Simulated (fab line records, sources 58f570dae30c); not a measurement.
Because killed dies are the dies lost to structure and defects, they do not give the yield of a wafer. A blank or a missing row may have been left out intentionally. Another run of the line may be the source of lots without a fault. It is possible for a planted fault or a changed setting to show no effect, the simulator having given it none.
Chamber matching	flow berkeley-cmos170	wet-bench-01 running UCB170_SILICIDE_WET_ETCH_05: 4 sister chambers
The step etches Ti in SPM, time 45 s. 8 wafers are shown with their chamber, then 11 later ones without.

== WAFERS WITH THEIR CHAMBER ==
wafer	chamber	bath-guard-temp-C (C)	bath-heat-duty-pct (%)
L876.6	2	120.7	12.2
L877.3	0	120.0	16.6
L877.5	0	120.0	15.4
L882.5	1	121.1	12.2
L882.6	1	120.9	13.2
L891.4	3	119.5	14.3
L891.5	3	119.2	13.4
L892.1	2	120.5	12.0

== WAFERS WITH NO CHAMBER GIVEN ==
wafer	bath-guard-temp-C (C)	bath-heat-duty-pct (%)
L892.4	120.6	12.5
L892.5	120.5	12.0
L893.1	119.0	13.9
L893.2	119.1	14.6
L893.4	119.0	14.4
L897.1	120.7	12.0
L897.4	120.3	12.4
L897.6	120.3	13.2
L896.2	120.3	14.7
L896.3	120.2	15.9
L896.5	120.3	16.3

== EACH ONE'S CHAMBER ==
wafer	from the rows above	in truth
L892.4	2	2
L892.5	2	2
L893.1	3	3
L893.2	3	3
L893.4	3	3
L897.1	can't be placed: 2 or 1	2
L897.4	2	2
L897.6	2	2
L896.2	can't be placed: 0 or 2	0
L896.3	0	0
L896.5	0	0
Correct placement for 9 of the 11. Not placeable from these rows: 2 (in 2, the candidates include the true chamber). Number placed wrongly: 0.
How it was worked out, from the rows above alone: a wafer's distance from a chamber is the root of the sum, over the readings, of the square of ((its reading less the chamber's mean) divided by the reading's scatter). The wafer belongs to the nearest chamber; if the next one is less than 2 further off, it can't be placed. A chamber's mean is the mean of its shown wafers. The scatter: the root of (the sum of the squares of (reading less its chamber's mean) over the shown wafers, divided by (wafers less chambers)).
